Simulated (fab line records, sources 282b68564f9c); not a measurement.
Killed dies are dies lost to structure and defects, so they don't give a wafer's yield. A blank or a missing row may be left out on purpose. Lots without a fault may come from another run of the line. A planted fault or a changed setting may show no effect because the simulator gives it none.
fab line records | flow rit_cmos
record lots=5 wafers=15 last_day=7
route steps=202 shown PRETRO@72 GATE@75 FOX2@80 REOX@98 NLDD@103 SDANNEAL@155 M1@202
lots that met no fault: from a run of the same line without faults
start_h: hours from the record's first day to the start of the lot's first wafer shown | wait_h: hours since the lot's step before | " the same as in the row above | L1.1+2: a row that stands for several wafers | - no value, or no start given | * or withheld: withheld | < > ~ a bound
route shown NAME@n: a module of which the file shows steps, and the number in the route of the first | usual: mean/standard deviation of fault-free wafers | same: alike in all rows | chamber/n: place in a boat | sites: the reading at each site | _std_site: their standard deviation | _edge_site: outer sites' mean less inner sites' | radius_mm: how far each site lies from the wafer's centre | mask NAME#n: copy n | behind: the tool/chamber that last shaped the wafer | hold: why the lot was held/for how many hours/how that ended | device: the transistor (n, p or np) that didn't switch | end of line: the same wafers' tests at the end of the route | a step without rows: its recipe alone | killed: dies lost to structure and defects at the first sort, not the wafer's yield | map: a wafer's dies, x killed, . not, _ none there
set.NAME: the setting as run; set.NAME@STEP: as run at that earlier step | model.NAME: the simulator's own value behind a step, which no gauge read
lots at some steps of the route; a table a step, a row a wafer
services: from which hour (start_h, from the record's first day; less than 0 if before it) a tool's chamber was out of use, for how many hours, and why
## steps
# step RIT_PRETRO_IMPLANT_08
# recipe species=B energy_kev=45.44 dose_cm2=1.2e+13 tilt_deg=7
# step RIT_PRETRO_STRIP_09
# recipe chemistry=O2 time_s=180 resist=NOVOLAK platen_temp_c=withheld power_w=500 pressure_mtorr=4000 o2_flow_sccm=4000
# usual drypump_motor_current_A=5.3/0.47
# columns lot.wafer tool chamber start_h wait_h drypump_motor_current_A rf_hours_counter_h
L899.3 plasma_asher-04 1 41.55 0.1 5.8 -
L899.4 " 0 " " 5.3 -
L899.5 " 1 " " 5.8 -
L901.2 plasma_asher-04 0 47.58 0.1 5.3 26
L901.5 " 1 " " 5.7 -
L901.6 " 0 " " 5.3 -
L918.1 plasma_asher-01 0 131.95 0.1 4.7 49
L918.4 " 1 " " 5.2 -
L918.6 " 1 " " 5.2 -
L919.1 plasma_asher-01 0 137.06 0.1 4.7 50
L919.2 " 1 " " 5.2 50
L919.5 " 1 " " 5.2 -
L921.1 plasma_asher-04 0 147.12 0.1 5.3 36
L921.3 " 0 " " 5.3 -
L921.5 " 0 " " 5.3 -
# step RIT_PRETRO_TW_MEAS_10
# usual PRETRO_TW=479.1/2.6
# columns lot.wafer tool chamber start_h wait_h PRETRO_TW
L899.3 film_metro-04 - 41.69 0.1 475.5
L899.4 " - " " 475.5
L899.5 " - " " 474.8
L901.2 film_metro-04 - 47.77 0.1 475.4
L901.5 " - " " 474.2
L901.6 " - " " 474.9
L918.1 film_metro-02 - 132.13 0.1 480.3
L918.4 " - " " 478.1
L918.6 " - " " 481.2
L919.1 film_metro-02 - 137.24 0.1 481.4
L919.2 " - " " 479.3
L919.5 " - " " 479.7
L921.1 film_metro-02 - 147.30 0.1 478.4
L921.3 " - " " 477.8
L921.5 " - " " 479.7
# step RIT_GATE_WET_ETCH_00
# recipe chemistry=BOE target=SiO2 target_depth_nm=56 time_s=60 dry=n2_spin dilution=10:1 temp_c=21.5
# step RIT_GATE_CLEAN_01
# recipe chemistry=SC1 mix=3:3:50 time_s=600 temp_c=75
# step RIT_GATE_CLEAN_02
# recipe chemistry=dHF dilution=50:1 time_s=30
# step RIT_GATE_CLEAN_03
# recipe chemistry=SC2 mix=3:3:50 time_s=600 temp_c=75 dry=n2_spin
# step RIT_GATE_CLEAN_04
# recipe chemistry=dHF dilution=50:1 time_s=60 dry=n2_spin
# step RIT_FOX2_THK_MEAS_91
# recipe reads=SiO2_of_FOX2_OXIDATION_00
# usual FIELD_OXIDE_LEFT_2_THK=256/6.8
# columns lot.wafer tool chamber start_h wait_h FIELD_OXIDE_LEFT_2_THK[nm]
L899.3 film_metro-02 - 42.17 0.0 261
L899.4 " - " " 256
L899.5 " - " " 254
L901.2 film_metro-02 - 48.24 0.0 256
L901.5 " - " " 261
L901.6 " - " " 255
L918.1 film_metro-01 - 132.62 0.0 256
L918.4 " - " " 258
L918.6 " - " " 253
L919.1 film_metro-02 - 138.07 0.0 254
L919.2 " - " " 249
L919.5 " - " " 252
L921.1 film_metro-02 - 148.03 0.0 259
L921.3 " - " " 255
L921.5 " - " " 256
# step RIT_GATE_OXIDATION_05
# recipe temp_c=900 ambient=O2 target_thk_a=30 ox_time_s=270
# step RIT_GATE_ANNEAL_06
# recipe temp_c=900 time_s=600 ambient=N2O
# step RIT_GATE_THK_MEAS_07
# recipe reads=SiO2_of_GATE_OXIDATION_05
# usual GATE_OXIDE_THK=3.02/0.061
# columns lot.wafer tool chamber start_h wait_h GATE_OXIDE_THK[nm]
L899.3 film_metro-01 - 43.55 0.0 3.05
L899.4 " - " " 3.06
L899.5 " - " " 3.00
L901.2 film_metro-01 - 50.07 0.0 3.07
L901.5 " - " " 3.01
L901.6 " - " " 3.10
L918.1 film_metro-04 - 134.01 0.0 2.97
L918.4 " - " " 2.92
L918.6 " - " " 3.01
L919.1 film_metro-01 - 139.46 0.0 3.06
L919.2 " - " " 3.08
L919.5 " - " " 3.01
L921.1 film_metro-04 - 149.41 0.0 3.11
L921.3 " - " " 3.07
L921.5 " - " " 3.02
# step RIT_GATE_CVD_08
# recipe material=poly-Si target_thk_nm=250 temp_c=610 precursor=SiH4 time_s=2220 pressure_mtorr=300 sih4_flow_sccm=100
# usual spike_tc_centre_C=612.5/1.1 spike_tc_load_C=632.9/3 spike_tc_source_C=631.4/1.4
# columns lot.wafer tool chamber start_h wait_h spike_tc_centre_C spike_tc_load_C spike_tc_source_C model.poly-Si_of_GATE_CVD_08.thk_nm
L899.3 lpcvd-02 0 43.59 0.0 611.4 634.4 631.1 254.3
L899.4 " 0 " " 612.4 635.2 633.4 254.5
L899.5 " 0 " " 610.8 635.5 631.9 255
L901.2 lpcvd-02 0 50.12 0.0 612.9 638.3 631.9 251.5
L901.5 " 0 " " 612.6 635.6 633.0 251.7
L901.6 " 0 " " 610.3 636.4 632.9 250.3
L918.1 lpcvd-02 1 134.07 0.1 603.1 619.4 619.3 195.2
L918.4 " 1 " " 603.0 620.8 620.9 194.9
L918.6 " 1 " " 602.7 619.9 620.9 194.7
L919.1 lpcvd-01 1 139.52 0.1 612.4 630.9 629.6 252.2
L919.2 " 1 " " 612.3 630.1 631.1 251.6
L919.5 " 1 " " 612.4 630.7 629.6 250.5
L921.1 lpcvd-01 0 149.47 0.1 615.5 632.8 631.7 251.5
L921.3 " 0 " " 612.2 632.6 631.7 252.9
L921.5 " 0 " " 613.7 632.6 633.8 250.8
# step RIT_GATE_THK_MEAS_09
# recipe reads=poly-Si_of_GATE_CVD_08
# usual GATE_POLY_THK=250.1/2.2
# columns lot.wafer tool chamber start_h wait_h GATE_POLY_THK[nm]
L899.3 film_metro-02 - 45.23 0.0 254.4
L899.4 " - " " 254.4
L899.5 " - " " 255.0
L901.2 film_metro-02 - 51.75 0.0 251.5
L901.5 " - " " 251.6
L901.6 " - " " 250.4
L918.1 film_metro-01 - 135.68 0.0 195.2
L918.4 " - " " 194.9
L918.6 " - " " 194.7
L919.1 film_metro-02 - 141.13 0.0 252.3
L919.2 " - " " 251.4
L919.5 " - " " 250.7
L921.1 film_metro-04 - 151.09 0.0 251.6
L921.3 " - " " 252.7
L921.5 " - " " 250.8
# step RIT_GATE_HMDS_10
# recipe prime_time_s=60 prime_temp_c=140
# step RIT_GATE_COAT_11
# recipe resist=NOVOLAK spin_rpm=4250 resist_thk_nm=850
# step RIT_GATE_SOFTBAKE_12
# recipe resist=NOVOLAK temp_c=90 time_s=60
# step RIT_GATE_EXPOSE_13
# recipe mask_id=M6 na=0.6 source_shape=conventional sigma_outer=0.6 target_cd_nm=150 dose_mj=380
# step RIT_GATE_PEB_14
# recipe resist=NOVOLAK temp_c=withheld time_s=withheld
# step RIT_GATE_DEVELOP_15
# recipe resist=NOVOLAK develop_time_s=50.85 dev_temp_c=23
# step RIT_GATE_CD_MEAS_16
# recipe target_cd_nm=150
# usual cd_nm=149.7/2.2
# columns lot.wafer tool chamber start_h wait_h cd_nm
L899.3 cd_sem-01 - 46.28 - 150.1
L899.4 " - " " 152.0
L899.5 " - " " 149.8
L901.2 cd_sem-01 - 52.80 - 151.5
L901.5 " - " " 152.8
L901.6 " - " " 155.3
L918.1 cd_sem-01 - 136.72 - 151.8
L918.4 " - " " 152.4
L918.6 " - " " 152.0
L919.1 cd_sem-02 - 142.26 - 145.8
L919.2 " - " " 149.8
L919.5 " - " " 147.9
L921.1 cd_sem-01 - 152.19 - 152.3
L921.3 " - " " 149.8
L921.5 " - " " 150.6
# step RIT_GATE_OVL_MEAS_17
# usual GATE_OVL=-0.2/1.6
# columns lot.wafer tool chamber start_h wait_h GATE_OVL[nm]
L899.3 overlay-02 - 46.37 0.1 -1.5
L899.4 " - " " -2.5
L899.5 " - " " -1.9
L901.2 overlay-02 - 52.90 0.1 0.7
L901.5 " - " " 0.7
L901.6 " - " " 2.2
L918.1 overlay-01 - 136.84 0.1 0.3
L918.4 " - " " 0.2
L918.6 " - " " 0.4
L919.1 overlay-01 - 142.38 0.1 -1.4
L919.2 " - " " -0.9
L919.5 " - " " -1.7
L921.1 overlay-02 - 152.31 0.1 -0.3
L921.3 " - " " -1.2
L921.5 " - " " -1.7
# step RIT_GATE_HARDBAKE_18
# recipe resist=NOVOLAK temp_c=140 time_s=60
# step RIT_GATE_ETCH_19
# recipe chemistry=SF6/CHF3/O2 time_s=165 SF6_flow_sccm=30 CHF3_flow_sccm=30 O2_flow_sccm=5 target=poly-Si pressure_mtorr=40 rf_w=160 target_depth_a=3125 over_etch_frac=0.25 stop_on=SiO2
# usual drypump_motor_current_A=5.9/0.63 oes_product_au=0.840/0.011 rf_fwd_power_W=159.4/0.54 throttle_valve_pct=10.27/0.16
# columns lot.wafer tool chamber start_h wait_h drypump_motor_current_A oes_product_au rf_fwd_power_W rf_hours_counter_h throttle_valve_pct model.etch.depth_nm model.GATE.feature_depth_nm
L899.3 rie_si-02 1 46.55 0.1 6.0 0.830 159.0 3 10.37 254.3 254.3
L899.4 " 2 " " 6.7 0.854 159.5 72 10.48 254.5 254.5
L899.5 " 2 " " 6.7 0.855 158.9 - 10.49 255 255
L901.2 rie_si-02 3 53.08 0.1 5.9 0.845 158.7 131 10.10 251.5 251.5
L901.5 " 2 " " 6.8 0.844 160.0 - 10.49 251.7 251.7
L901.6 " 3 " " 5.9 0.847 158.8 - 10.10 250.3 250.3
L918.1 rie_si-01 2 137.03 0.1 6.0 0.708 160.3 34 10.17 195.2 195.2
L918.4 " 0 " " 6.4 0.710 159.6 - 10.02 194.9 194.9
L918.6 " 3 " " 5.4 0.708 158.5 - 10.45 194.7 194.7
L919.1 rie_si-02 2 142.57 0.1 6.8 0.847 158.8 73 10.48 252.2 252.2
L919.2 " 1 " " 6.0 0.826 160.2 3 10.39 251.6 251.6
L919.5 " 0 " " 4.6 0.841 158.8 - 10.38 250.5 250.5
L921.1 rie_si-02 1 152.49 0.1 6.0 0.828 159.6 4 10.37 251.5 251.5
L921.3 " 2 " " 6.7 0.850 159.4 73 10.49 252.9 252.9
L921.5 " 3 " " 5.9 0.844 159.4 - 10.09 250.8 250.8
# step RIT_GATE_STRIP_20
# recipe chemistry=O2 time_s=180 resist=NOVOLAK platen_temp_c=withheld power_w=500 pressure_mtorr=4000 o2_flow_sccm=4000
# usual drypump_motor_current_A=5.72/0.23
# columns lot.wafer tool chamber start_h wait_h drypump_motor_current_A rf_hours_counter_h
L899.3 plasma_asher-04 1 46.72 0.1 5.74 -
L899.4 " 0 " " 5.31 -
L899.5 " 0 " " 5.30 -
L901.2 plasma_asher-04 1 53.19 0.1 5.77 26
L901.5 " 1 " " 5.76 -
L901.6 " 0 " " 5.29 -
L918.1 plasma_asher-02 0 137.13 0.1 5.89 2
L918.4 " 1 " " 5.83 -
L918.6 " 0 " " 5.91 -
L919.1 plasma_asher-03 1 142.68 0.1 5.85 48
L919.2 " 0 " " 5.95 48
L919.5 " 0 " " 5.97 -
L921.1 plasma_asher-03 1 152.60 0.1 5.83 50
L921.3 " 0 " " 5.94 -
L921.5 " 1 " " 5.82 -
# step RIT_GATE_CD_MEAS_90
# recipe target_cd_nm=150
# usual cd_nm=149.7/2.2
# columns lot.wafer tool chamber start_h wait_h cd_nm
L899.3 cd_sem-01 - 46.87 0.1 149.8
L899.4 " - " " 152.1
L899.5 " - " " 149.3
L901.2 cd_sem-01 - 53.38 0.1 151.0
L901.5 " - " " 152.5
L901.6 " - " " 155.1
L918.1 cd_sem-02 - 137.31 0.1 151.9
L918.4 " - " " 152.3
L918.6 " - " " 152.5
L919.1 cd_sem-01 - 142.85 0.1 146.0
L919.2 " - " " 149.8
L919.5 " - " " 147.5
L921.1 cd_sem-01 - 152.78 0.1 152.7
L921.3 " - " " 149.9
L921.5 " - " " 150.3
# step RIT_REOX_CLEAN_00
# recipe chemistry=SC1 mix=3:3:50 time_s=600 temp_c=75
# step RIT_REOX_CLEAN_01
# recipe chemistry=dHF dilution=50:1 time_s=30
# step RIT_REOX_CLEAN_02
# recipe chemistry=SC2 mix=3:3:50 time_s=600 temp_c=75 dry=n2_spin
# step RIT_REOX_OXIDATION_03
# recipe temp_c=900 ambient=O2 target_thk_a=252 ox_time_s=5580
# step RIT_REOX_THK_MEAS_04
# recipe reads=SiO2_of_REOX_OXIDATION_03
# usual REOX_OXIDE_THK=25.2/0.56
# columns lot.wafer tool chamber start_h wait_h REOX_OXIDE_THK[nm]
L899.3 film_metro-02 - 49.89 0.0 25.2
L899.4 " - " " 25.3
L899.5 " - " " 25.4
L901.2 film_metro-03 - 56.43 0.0 25.3
L901.5 " - " " 25.3
L901.6 " - " " 25.5
L918.1 film_metro-02 - 140.38 0.0 25.1
L918.4 " - " " 25.1
L918.6 " - " " 24.8
L919.1 film_metro-01 - 146.21 0.0 24.2
L919.2 " - " " 24.5
L919.5 " - " " 24.6
L921.1 film_metro-02 - 155.83 0.0 25.8
L921.3 " - " " 25.8
L921.5 " - " " 25.5
# step RIT_NLDD_HMDS_00
# recipe prime_time_s=60 prime_temp_c=140
# step RIT_NLDD_COAT_01
# recipe resist=NOVOLAK spin_rpm=3250 resist_thk_nm=1000
# step RIT_NLDD_SOFTBAKE_02
# recipe resist=NOVOLAK temp_c=90 time_s=62.18
# usual plate_sensor_t_centre_C=90.970/0.01 plate_sensor_t_edge_C=91.019/0.0096
# columns lot.wafer tool chamber start_h wait_h plate_sensor_t_centre_C plate_sensor_t_edge_C
L899.3 litho_track-01 0 50.32 0.1 90.958 91.016
L899.4 " 0 " " 90.973 91.014
L899.5 " 0 " " 90.964 90.996
L901.2 litho_track-03 0 56.80 0.1 90.977 91.024
L901.5 " 0 " " 90.974 91.009
L901.6 " 0 " " 90.976 91.007
L918.1 litho_track-04 0 140.74 0.1 90.972 91.006
L918.4 " 0 " " 90.959 91.010
L918.6 " 0 " " 90.953 91.015
L919.1 litho_track-03 0 146.57 0.1 90.968 91.008
L919.2 " 0 " " 90.972 91.009
L919.5 " 0 " " 90.972 91.019
L921.1 litho_track-01 0 156.19 0.1 90.964 91.015
L921.3 " 0 " " 90.959 91.016
L921.5 " 0 " " 90.959 91.021
# step RIT_NLDD_EXPOSE_03
# recipe mask_id=M7 na=0.57 target_cd_nm=40700 dose_mj=250
# step RIT_NLDD_PEB_04
# recipe resist=NOVOLAK temp_c=withheld time_s=withheld
# step RIT_NLDD_DEVELOP_05
# recipe resist=NOVOLAK develop_time_s=50 dev_temp_c=23
# step RIT_NLDD_OVL_MEAS_06
# usual NLDD_OVL=-0.6/1.6
# columns lot.wafer tool chamber start_h wait_h NLDD_OVL[nm]
L899.3 overlay-01 - 50.96 - -2.9
L899.4 " - " " -1.4
L899.5 " - " " -1.5
L901.2 overlay-01 - 57.33 - -2.5
L901.5 " - " " -2.5
L901.6 " - " " -2.3
L918.1 overlay-02 - 141.29 - -2.0
L918.4 " - " " -0.6
L918.6 " - " " 0.7
L919.1 overlay-02 - 147.25 - -1.0
L919.2 " - " " -1.1
L919.5 " - " " -0.8
L921.1 overlay-02 - 156.87 - -1.1
L921.3 " - " " -0.7
L921.5 " - " " -0.6
# step RIT_NLDD_HARDBAKE_07
# recipe resist=NOVOLAK temp_c=141 time_s=60
# step RIT_NLDD_IMPLANT_08
# recipe species=P energy_kev=20 dose_cm2=5e+14 tilt_deg=7
# step RIT_NLDD_STRIP_09
# recipe chemistry=O2 time_s=180 resist=NOVOLAK platen_temp_c=withheld power_w=500 pressure_mtorr=4000 o2_flow_sccm=4000
# usual drypump_motor_current_A=5.5/0.41
# columns lot.wafer tool chamber start_h wait_h drypump_motor_current_A rf_hours_counter_h
L899.3 plasma_asher-01 0 51.34 0.1 4.7 -
L899.4 " 1 " " 5.2 -
L899.5 " 1 " " 5.2 -
L901.2 plasma_asher-04 0 57.66 0.1 5.3 26
L901.5 " 0 " " 5.3 -
L901.6 " 1 " " 5.7 -
L918.1 plasma_asher-04 1 141.84 0.1 5.7 35
L918.4 " 0 " " 5.3 -
L918.6 " 1 " " 5.8 -
L919.1 plasma_asher-02 0 147.59 0.1 5.9 3
L919.2 " 1 " " 5.9 3
L919.5 " 1 " " 5.8 -
L921.1 plasma_asher-04 1 157.29 0.1 5.8 37
L921.3 " 1 " " 5.8 -
L921.5 " 0 " " 5.3 -
# step RIT_NLDD_TW_MEAS_10
# usual NLDD_TW=2507/15
# columns lot.wafer tool chamber start_h wait_h NLDD_TW
L899.3 film_metro-03 - 51.48 0.1 2534
L899.4 " - " " 2532
L899.5 " - " " 2522
L901.2 film_metro-03 - 57.85 0.1 2530
L901.5 " - " " 2517
L901.6 " - " " 2527
L918.1 film_metro-01 - 142.02 0.1 2506
L918.4 " - " " 2505
L918.6 " - " " 2526
L919.1 film_metro-04 - 147.76 0.1 2498
L919.2 " - " " 2484
L919.5 " - " " 2480
L921.1 film_metro-01 - 157.47 0.1 2506
L921.3 " - " " 2513
L921.5 " - " " 2513
# step RIT_SDANNEAL_CLEAN_02
# recipe chemistry=SC2 mix=3:3:50 time_s=600 temp_c=75 dry=n2_spin
# columns lot.wafer tool chamber start_h wait_h model.poly-Si_of_GATE_CVD_08.thk_nm
L899.3 wet_bench-04 2 58.59 0.0 169.9
L899.4 " 2 " " 169.7
L899.5 " 2 " " 170.7
L901.2 wet_bench-03 2 65.05 0.0 164.8
L901.5 " 2 " " 165.1
L901.6 " 2 " " 163.8
L918.1 wet_bench-03 0 149.74 0.0 108.9
L918.4 " 0 " " 108.6
L918.6 " 0 " " 109
L919.1 wet_bench-03 3 155.33 0.0 166.7
L919.2 " 3 " " 166.3
L919.5 " 3 " " 165.8
L921.1 wet_bench-02 2 164.70 0.0 165.9
L921.3 " 2 " " 168.8
L921.5 " 2 " " 164.9
# step RIT_M1_PROBE_99
# usual killed_at_front_end=6/3.1 killed_dies=6/3.1 killed_open=3.4/1.9 killed_short=3.1/2
# same gross_dies=264 killed_at_M0_to_M3=0 killed_at_M4_up=0 killed_at_back_side=0 killed_at_contacts=0 killed_at_other=0
# columns lot.wafer tool chamber start_h wait_h killed_at_front_end killed_dies killed_open killed_short
L899.3 prober-01 - 66.30 0.2 5 5 3 2
L899.4 prober-01 - 66.35 0.2 8 8 6 2
L899.5 prober-01 - 66.40 0.2 1 1 1 0
L901.2 prober-02 - 72.73 0.1 3 3 1 2
L901.5 prober-02 - 72.88 0.2 6 6 3 3
L901.6 prober-02 - 72.93 0.2 7 7 5 2
L918.1 prober-01 - 157.77 0.1 3 3 1 2
L918.4 prober-01 - 157.92 0.2 7 7 5 2
L918.6 prober-01 - 158.02 0.2 6 6 3 3
L919.1 prober-02 - 163.39 0.1 7 7 1 6
L919.2 prober-02 - 163.44 0.1 7 7 4 3
L919.5 prober-02 - 163.59 0.2 3 3 2 1
L921.1 prober-02 - 172.63 0.1 2 2 2 0
L921.3 prober-02 - 172.73 0.2 3 3 3 0
L921.5 prober-02 - 172.83 0.2 3 3 1 2
# killed by level:class
L899.3 FOX2:geometric_particle:open=1 GATE:geometric_particle:short=1 GATE:geometric_particle:open=1 REOX:geometric_particle:open=1 SPACER:geometric_particle:short=1
L899.4 GATE:geometric_particle:open=3 ACTIVE:geometric_particle:open=1 GATE:geometric_particle:short=1 REOX:geometric_particle:open=1 SPACER:geometric_particle:short=1 SILICIDE:geometric_particle:open=1
L899.5 GATE:geometric_particle:open=1
L901.2 FOX2:geometric_particle:short=1 FOX2:geometric_particle:open=1 GATE:geometric_particle:short=1
L901.5 GATE:geometric_particle:short=2 GATE:geometric_particle:open=1 REOX:geometric_particle:open=1 SPACER:geometric_particle:open=1 SPACER:geometric_particle:short=1
L901.6 GATE:geometric_particle:open=3 FOX2:geometric_particle:open=1 GATE:geometric_particle:short=1 REOX:geometric_particle:short=1 SILICIDE:geometric_particle:open=1
L918.1 FOX1:geometric_particle:open=1 FOX2:geometric_particle:short=1 GATE:geometric_particle:short=1
L918.4 GATE:geometric_particle:open=3 FOX1:geometric_particle:short=1 FOX2:geometric_particle:open=1 GATE:geometric_particle:short=1 SPACER:geometric_particle:open=1
L918.6 GATE:geometric_particle:open=2 FOX1:geometric_particle:short=1 FOX1:geometric_particle:open=1 GATE:geometric_particle:short=1 SPACER:geometric_particle:short=1
L919.1 GATE:geometric_particle:short=4 GATE:geometric_particle:open=1 REOX:geometric_particle:short=1 SPACER:geometric_particle:short=1
L919.2 GATE:geometric_particle:open=3 GATE:geometric_particle:short=3 REOX:geometric_particle:open=1
L919.5 FOX1:geometric_particle:open=1 GATE:geometric_particle:short=1 GATE:geometric_particle:open=1
L921.1 GATE:geometric_particle:open=2
L921.3 ACTIVE:geometric_particle:open=1 FOX1:geometric_particle:open=1 REOX:geometric_particle:open=1
L921.5 GATE:geometric_particle:open=1 GATE:geometric_particle:short=1 SPACER:geometric_particle:short=1
## services
# columns tool chamber start_h hours kind
rie_si-02 - 20.39 2.8 pm
rie_si-02 2 35.30 7.3 repair
rie_si-01 3 60.59 - clean
rie_si-01 3 60.59 16.4 scheduled_down
rie_si-01 3 60.59 16.4 vent_cycle
rie_si-01 - 62.59 2.8 pm
rie_si-02 - 87.32 0.3 repair
rie_si-02 1 104.50 2.7 repair
plasma_asher-02 - 108.75 9.0 pm
plasma_asher-02 0 108.75 9.0 vent_cycle
plasma_asher-02 1 108.75 9.0 vent_cycle
plasma_asher-02 0 117.75 - clean
plasma_asher-02 1 117.75 - clean
rie_si-01 1 120.95 - clean
rie_si-01 1 120.95 25.5 scheduled_down
rie_si-01 1 120.95 25.5 vent_cycle
lpcvd-01 - 152.23 0.7 repair
## key
first_sign step=RIT_GATE_CVD_08 reading=spike_tc_centre_C direction=down sigmas=8.8 usual=612.5 struck=602.9
effect step=RIT_GATE_CVD_08 reading=spike_tc_source_C direction=down sigmas=7.9 usual=631.4 struck=620.4
effect step=RIT_GATE_THK_MEAS_09 reading=GATE_POLY_THK direction=down sigmas=25 usual=250.1 struck=194.9
effect step=RIT_GATE_ETCH_19 reading=oes_product_au direction=down sigmas=12 usual=0.840 struck=0.709
model_effect step=RIT_GATE_CVD_08 value=poly-Si_of_GATE_CVD_08.thk_nm without=248.4 struck=194.9
model_effect step=RIT_GATE_ETCH_19 value=etch.depth_nm without=248.4 struck=194.9
model_effect step=RIT_SDANNEAL_CLEAN_02 value=poly-Si_of_GATE_CVD_08.thk_nm without=162.3 struck=108.8
met_at RIT_GATE_CVD_08
struck_wafers L918.1,L918.4,L918.6
tester_left_out L918
fault kind=process_parameter_drift tool=lpcvd-02 chamber=1 onset_h=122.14 steps=RIT_GATE_CVD_08 channel=temp_c offset=* shape=step end_h=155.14 acts_in=* stated=*
# tester_left_out: of these lots the tester's yield and bins aren't shown, on N5 and GAA mostly nor the transistor test; their killed dies are dies lost to structure and defects alone, not to doping, threshold or leakage, so they don't give the yield
